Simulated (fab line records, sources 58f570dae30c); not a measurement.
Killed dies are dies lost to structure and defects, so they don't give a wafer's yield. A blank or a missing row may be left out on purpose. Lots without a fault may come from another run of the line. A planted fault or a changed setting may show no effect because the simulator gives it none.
A struck lot beside a sound one | flow berkeley_cmos170 | 14 steps out of a route of 331
Sound: wafers L551.1, L551.2, L551.4. Struck: wafers L556.1, L556.2, L556.6. The cause comes at the end.
At each step with rows: each side's tool, then ch and its chambers, then its first start. Under that, the readings that differ: sound wafers | struck wafers | difference of the means | sigmas: that difference in standard deviations of wafers without a fault.
alike: readings whose means differ by less than 2 such deviations, and words and numbers that are the same on both sides. not compared: withheld readings, readings that some wafer has no value for, bounds like >300 that may hide the same value, and numbers for which the record gives no deviation and whose values overlap.
The two part at a step that has a row with sigmas, a row that says differs or no value, or rows on one side only. Numbers that don't overlap but have no deviation are shown without sigmas and don't part them. A reading that every wafer of one side lacks parts them only if that side has two wafers or more.

UCB170_PWELL_STRIP_16: strips in O2.
  sound on plasma_asher-03 ch 0,1, day 5 23:40; struck on plasma_asher-02 ch 0,1, day 6 20:50
  alike: drypump_motor_current_A, oes_product_au, strip_time_to_endpoint_s
  not compared: rf_hours_counter_h
UCB170_PWELL_TW_MEAS_17:
  sound on film_metro-03, day 5 23:46; struck on film_metro-01, day 6 20:56
  reading  | sound             | struck            | difference | sigmas
  PWELL_TW | 376.4 377.8 377.5 | 372.2 372.9 373.7 | -4.3       | -2
then, 5 steps without rows for these wafers: UCB170_PWELL_CLEAN_18 (cleans in SPM, time 600 s); UCB170_PWELL_WET_ETCH_19 (etches Si3N4 in H3PO4, time 14400 s); UCB170_PWELL_WET_ETCH_20 (etches SiO2 in BOE, time 22 s); UCB170_WELLDRIVE_CLEAN_00 (cleans in SPM, time 600 s); UCB170_WELLDRIVE_OXIDATION_01 (target thk 199 nm, ox time 9000 s).
UCB170_WELLDRIVE_THK_MEAS_02:
  sound on film_metro-02, day 6 11:01; struck on film_metro-01, day 7 08:20
  alike: WELLDRIVE_OXIDE_THK
then, 4 steps without rows for these wafers: UCB170_WELLDRIVE_ANNEAL_03 (time 900 s); UCB170_WELLDRIVE_WET_ETCH_04 (etches SiO2 in BOE, time 120 s); UCB170_ACTIVE_CLEAN_00 (cleans in SPM, time 600 s); UCB170_ACTIVE_CLEAN_01 (cleans in dHF, time 60 s).
UCB170_ACTIVE_OXIDATION_02: target thk 26.4 nm, ox time 1260 s.
  sound on furnace-04 ch 0, day 6 23:19; struck on furnace-02, day 7 18:53
  no value came back on the struck wafers for any of 5 readings (ox_temp_c (C), ox_temp_c_max and others); on the sound wafers ox_temp_c (C) reads 1000.1 1000.7 1000.3
then, 1 step without rows for these wafers: UCB170_ACTIVE_ANNEAL_04 (time 900 s).

WHERE THEY PART
First at UCB170_PWELL_TW_MEAS_17; last, within this record, at UCB170_ACTIVE_OXIDATION_02.

WHY: what the simulator had put in
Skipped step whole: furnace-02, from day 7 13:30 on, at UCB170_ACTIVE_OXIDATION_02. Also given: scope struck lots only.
